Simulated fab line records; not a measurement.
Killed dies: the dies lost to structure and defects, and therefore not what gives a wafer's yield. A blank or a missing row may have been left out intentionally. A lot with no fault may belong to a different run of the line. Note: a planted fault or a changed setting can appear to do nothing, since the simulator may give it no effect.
2 desks looking at one fault -- flow berkeley_cmos170 -- numbers are kept per desk, each desk with only its own; the story behind them comes last

## DESK OF THE TOOL OWNER: implanter-03
For each lot that ran on this tool, the mean over its sampled wafers that have a number, from the tool's own readings at UCB170_PWELL_IMPLANT_15. Any lot whose mean is over 4 standard deviations away from the usual mean is out of limits and marked OUT; that distance is given in the brackets.
Columns: A = beam_energy_keV at UCB170_PWELL_IMPLANT_15, usual 59.998; B = beam_on_s at UCB170_PWELL_IMPLANT_15, usual 10.02 s; C = dose_ions_cm2 at UCB170_PWELL_IMPLANT_15, usual 5e+12; D = faraday_current_uA at UCB170_PWELL_IMPLANT_15, usual 15.8
lot,first seen here,A,B,C,D
L526,day 3 12:01,59.996,10.15,5e+12,15.6
L530,day 4 03:44,60.002,10.04,5e+12,15.8
L533,day 4 20:34,60.001,10.03,5e+12,15.8
L534,day 5 06:50,60.010,10.03,4e+12 (-99 or more) OUT,14.0 (-5.9) OUT
L536,day 6 00:50,59.988,10.08,4e+12 (-99 or more) OUT,13.9 (-6.2) OUT
Finding of this desk: L534, L536 out of limits; the first was L534 at day 5 06:50, on dose_ions_cm2 at UCB170_PWELL_IMPLANT_15. Within limits: L526, L530, L533.

## METROLOGY DESK
What the gauges read, lot by lot, whatever tool the lot ran on: means of the sampled wafers that have a number. Any lot whose mean is over 4 standard deviations away from the usual mean is out of limits and marked OUT; that distance is given in the brackets.
Columns: A = PWELL_TW at UCB170_PWELL_TW_MEAS_17, usual 378
lot,first seen here,A
L526,day 3 12:15,384
L525,day 3 12:31,378
L528,day 3 16:01,377
L530,day 4 03:59,379
L529,day 4 04:32,379
L533,day 4 20:49,373
L535,day 5 06:59,376
L534,day 5 07:05,364
L536,day 6 01:04,363
L543,day 7 09:50,375
L544,day 7 23:28,377
L546,day 8 05:05,373
L548,day 8 05:12,378
L547,day 8 05:20,383
Result from this desk: across the 14 lots, nothing is out of limits.

## ALL TOGETHER
The tool owner's desk had the chance to raise an alarm at day 5 06:50 on L534, L536.
The metrology desk saw nothing out of limits.
The metrology desk holds a record of L534, L536, inside its limits.
Of the lots named, all ran UCB170_PWELL_IMPLANT_15 on implanter-03.

## WHAT THE SIMULATOR HAD INSERTED
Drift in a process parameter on implanter-03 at UCB170_PWELL_IMPLANT_15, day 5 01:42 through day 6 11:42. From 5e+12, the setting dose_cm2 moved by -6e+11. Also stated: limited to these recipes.
Struck lots among those shown: L534, L536.
Delay in hours, fault start to first out-of-limits reading, by desk: the tool owner's desk at 5.
